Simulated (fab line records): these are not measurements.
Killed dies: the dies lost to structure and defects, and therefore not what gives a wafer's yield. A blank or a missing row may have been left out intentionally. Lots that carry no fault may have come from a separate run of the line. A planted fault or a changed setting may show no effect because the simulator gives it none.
Which tool did it? | flow berkeley-cmos170 | Sampling: 7 lots, 21 wafers, 2 of 331 route steps

== WHAT THE GAUGES READ, wafer by wafer ==
UCB170_PLDD_TW_MEAS_11.
lot  | measured     | on            | PLDD_TW
L416 | day 6 17:52  | film-metro-01 | 994 992 991
L419 | day 7 08:23  | film-metro-01 | 995 996 991
L417 | day 7 09:12  | film-metro-03 | 1013 1019 1008
L420 | day 7 22:12  | film-metro-01 | 997 994 987
L422 | day 8 08:34  | film-metro-01 | 996 998 1001
L425 | day 8 21:37  | film-metro-02 | 998 997 1002
L436 | day 10 16:56 | film-metro-01 | 896 899 895 897 894 894

== EACH LOT AND THE TOOL THAT RAN IT (in order: tool; ch and the chambers of the sampled wafers; start) ==
lot  | UCB170_PLDD_IMPLANT_08
L416 | implanter-04 ch 0, day 6 17:28
L419 | implanter-04 ch 0, day 7 07:59
L417 | implanter-04 ch 0, day 7 08:48
L420 | implanter-02 ch 0, day 7 21:49
L422 | implanter-02 ch 0, day 8 08:12
L425 | implanter-01 ch 0, day 8 21:13
L436 | implanter-02 ch 0, day 10 16:32
- UCB170_PLDD_IMPLANT_08

== THE ANSWER, worked out from the rows above alone ==
Rule: the usual values come from the lots themselves. Put in order of their means at a reading, lots are off if they are a third of the lots or fewer, leave a main group of 4 or more, and stand apart from it by a gap of 3 or more times the standard deviation of the main group's means; of several such gaps the widest counts. If all means in a main group match to the digits the tables above print for the reading, that group is not used. A lot without any number at a reading at which 4 lots or more have one is off too. Any other lot the step has rows for is counted as sound.
Off: at UCB170_PLDD_TW_MEAS_11 (PLDD_TW), L436. The main group: mean 998, standard deviation 7.2.
A tool fits if, at a process step before that reading, it ran every lot that is off, and no sound lot after the first of them. The gauges at UCB170_PLDD_TW_MEAS_11 are tried like those tools. Can't be told from this: 2 tools fit, implanter-02 at UCB170_PLDD_IMPLANT_08, film-metro-01 at UCB170_PLDD_TW_MEAS_11.

== WHAT HAD BEEN PUT IN BY THE SIMULATOR ==
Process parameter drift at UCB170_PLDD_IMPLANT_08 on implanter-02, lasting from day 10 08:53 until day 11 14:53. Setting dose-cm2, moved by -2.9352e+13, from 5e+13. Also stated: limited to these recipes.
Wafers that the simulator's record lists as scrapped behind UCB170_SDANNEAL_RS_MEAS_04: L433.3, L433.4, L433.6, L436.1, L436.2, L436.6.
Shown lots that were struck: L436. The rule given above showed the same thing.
